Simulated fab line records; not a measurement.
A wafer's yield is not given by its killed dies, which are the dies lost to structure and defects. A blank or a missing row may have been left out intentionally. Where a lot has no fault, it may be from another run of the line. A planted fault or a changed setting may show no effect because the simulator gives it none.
The same fault as seen by 2 desks ; flow berkeleyCmos170 ; only its own numbers are on each desk; what lay behind them is given at the end

## FROM THE METROLOGY DESK
Means of the sampled wafers that have a number, per lot and without regard to the tool the lot ran on: this is what the gauges read. Any lot whose mean is over 4 standard deviations away from the usual mean is out of limits and marked OUT; that distance is given in the brackets.
Columns: A = NWELL_NITRIDE_THK at UCB170_NWELL_THK_MEAS_05, usual 222.4 nm; B = PWELL_NITRIDE_THK at UCB170_PWELL_THK_MEAS_06, usual 219.0 nm; C = ACTIVE_OXIDE_THK at UCB170_ACTIVE_THK_MEAS_03, usual 26.1 nm; D = cdNm at UCB170_ACTIVE_CD_MEAS_13, usual 1199.8 nm
lot;first seen here;A;B;C;D
L441;day 2 03:43;221.5;220.5;26.1;1200.6
L442;day 2 09:59;222.5;220.2;25.9;1201.8
L443;day 2 13:43;223.3;220.2;26.1;1201.4
L444;day 3 00:14;224.1;218.5;26.3;1200.0
L445;day 3 00:19;221.8;219.8;27.1;1201.6
L446;day 3 06:35;221.3;215.0;25.7;1200.7
L447;day 3 10:28;224.1;217.6;25.1;1201.8
L448;day 3 15:11;224.5;219.0;26.4;1200.6
L453;day 4 22:25;294.5 (+38) OUT;-;-;-
L454;day 4 22:25;291.3 (+36) OUT;-;-;-
L455;day 5 07:47;220.9;218.7;25.6;1200.2
L461;day 6 09:32;223.8;219.3;26.4;1199.3
L462;day 6 14:43;223.7;220.5;26.7;1201.7
Finding of this desk: L453, L454 out of limits, first seen on L453 at day 4 22:25 (NWELL_NITRIDE_THK at UCB170_NWELL_THK_MEAS_05). L441, L442, L443, L444, L445, L446, L447, L448, L455, L461, L462: within limits.

## AT THE TOOL OWNER'S DESK: lpcvd-02
The tool's own readings at UCB170_NWELL_CVD_04 (deposits Si3N4 from SiH2Cl2/NH3, target thk 224 nm, time 3360 s): means of the sampled wafers that have a number, for each lot that ran on this tool. Any lot whose mean is over 4 standard deviations away from the usual mean is out of limits and marked OUT; that distance is given in the brackets.
Columns: A = zonePowerLoadPct at UCB170_NWELL_CVD_04, usual 20.8 %
lot;first seen here;A
L441;day 2 01:46;23.4
L446;day 3 04:38;23.5
L447;day 3 08:31;23.4
L453;day 4 20:28;23.4
L454;day 4 20:28;23.5
This desk's verdict: no lot among the 5 shows anything out of limits.

## PUT TOGETHER
The metrology desk could have raised an alarm at day 4 22:25, on L453, L454.
The tool owner's desk saw nothing out of limits.
Tool owner's desk: L453, L454 on record, inside its limits.
Of the lots named, all ran UCB170_NWELL_CVD_04 on lpcvd-02.

## WHAT THE SIMULATOR HAD INSERTED
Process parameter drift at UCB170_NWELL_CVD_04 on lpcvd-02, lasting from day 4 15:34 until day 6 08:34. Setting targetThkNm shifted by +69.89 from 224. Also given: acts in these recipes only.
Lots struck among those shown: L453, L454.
Delay in hours, fault start to first out-of-limits reading, per desk: metrology desk 7.
